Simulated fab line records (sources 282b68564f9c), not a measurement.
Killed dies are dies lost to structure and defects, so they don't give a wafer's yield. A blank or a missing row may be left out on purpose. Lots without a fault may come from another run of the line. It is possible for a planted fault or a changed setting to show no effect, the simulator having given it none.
Which tool was responsible? ; flow rit_cmos ; 14 lots, 42 wafers sampled, at 2 steps of a route of 202

== WHAT THE GAUGES SHOWED, per wafer ==
The record lacks any reading of a measuring or inspecting step that a usual standard deviation could be used to judge.

== EACH LOT AND THE TOOL THAT RAN IT (in order: tool; ch and the chambers of the sampled wafers; start) ==
lot;RIT_PWELL_STRIP_09;RIT_M1_PROBE_99
L402;plasma_asher-03 ch 0,1, day 1 23:22;-
L403;plasma_asher-03 ch 1, day 2 03:31;-
L404;plasma_asher-03 ch 0,1, day 2 08:40;-
L409;plasma_asher-04 ch 0,1, day 3 09:18;prober-02, day 4 19:47
L410;plasma_asher-03 ch 0,1, day 3 15:48;-
L411;plasma_asher-01 ch 0,1, day 3 19:22;-
L413;plasma_asher-04 ch 0,1, day 4 05:16;-
L414;plasma_asher-03 ch 0,1, day 4 10:26;-
L415;plasma_asher-01 ch 0,1, day 4 16:10;-
L416;plasma_asher-03 ch 0,1, day 4 20:14;prober-01, day 6 08:26
L418;plasma_asher-03 ch 0,1, day 5 06:26;-
L419;plasma_asher-03 ch 0,1, day 5 12:26;-
L420;plasma_asher-03 ch 0,1, day 5 16:40;-
L422;plasma_asher-01 ch 0,1, day 6 03:14;-
- RIT_PWELL_STRIP_09: strips in O2, time 180 s.
- RIT_M1_PROBE_99

== WHAT THE TOOLS THEMSELVES READ (means of the sampled wafers that have a number; where no wafer has one, the mark that the record gives instead) ==
RIT_PWELL_STRIP_09. Usual: drypump_motor_current_A 5.8 A, standard deviation 0.57; o2_flow_sccm 3999 sccm, standard deviation 11.
lot;tool;drypump_motor_current_A (A);o2_flow_sccm (sccm);flag
L402;plasma_asher-03;6.4;3988;
L403;plasma_asher-03;5.7;3999;
L404;plasma_asher-03;6.4;3990;
L409;plasma_asher-04;5.8;3191;OFF
L410;plasma_asher-03;6.0;3991;
L411;plasma_asher-01;5.2;3999;
L413;plasma_asher-04;5.8;3201;OFF
L414;plasma_asher-03;6.0;3988;
L415;plasma_asher-01;5.2;3991;
L416;plasma_asher-03;6.4;4000;
L418;plasma_asher-03;6.3;4004;
L419;plasma_asher-03;6.4;4001;
L420;plasma_asher-03;6.4;4002;
L422;plasma_asher-01;5.2;4000;

RIT_M1_PROBE_99. Usual: killed_at_contacts 0.1, standard deviation 0.26; killed_at_front_end 7.5, standard deviation 2.8; killed_dies 7.6, standard deviation 2.8; killed_open 3.9, standard deviation 2.1; killed_short 3.7, standard deviation 1.7.
lot;tool;killed_at_contacts;killed_at_front_end;killed_dies;killed_open;killed_short;flag
L409;prober-02;0.3;8.3;8.7;4.0;4.7;
L416;prober-01;0.0;4.7;4.7;2.0;2.7;

== THE ANSWER, worked out from the rows above alone ==
Rule: a lot is off if the mean of its wafers that have a number lies more than 3 standard deviations from the usual mean. A lot without any number at a reading at which 4 lots or more have one is off too. The other lots that the step has rows for count as sound. First the gauges in route order, then the tools' own readings, where a lot's mean is used as printed above. At the first step where some lot is off, the reading lying furthest off is the one used; lots without a number count as furthest.
Off: L409, L413 (RIT_PWELL_STRIP_09, o2_flow_sccm).
A tool fits if, at that step or a process step before it, it ran every lot that is off, and no sound lot after the first of them. One fits: plasma_asher-04 at RIT_PWELL_STRIP_09. It ran no sound lot before its first lot that is off in this sample, so the start can't be narrowed down.
The tool's own readings at RIT_PWELL_STRIP_09 bear it out: on the lots that are off they differ by more than 5 times the standard deviation of the sound lots' means. o2_flow_sccm reads 3196 sccm there against 3996 sccm on the sound lots.

== WHAT THE SIMULATOR HAD INSERTED ==
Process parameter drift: plasma_asher-04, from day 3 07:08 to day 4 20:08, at RIT_PWELL_STRIP_09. From 4000, the setting o2_flow_sccm moved by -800. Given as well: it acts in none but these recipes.
Struck lots among those shown: L409, L413. The rule above reached the same finding.
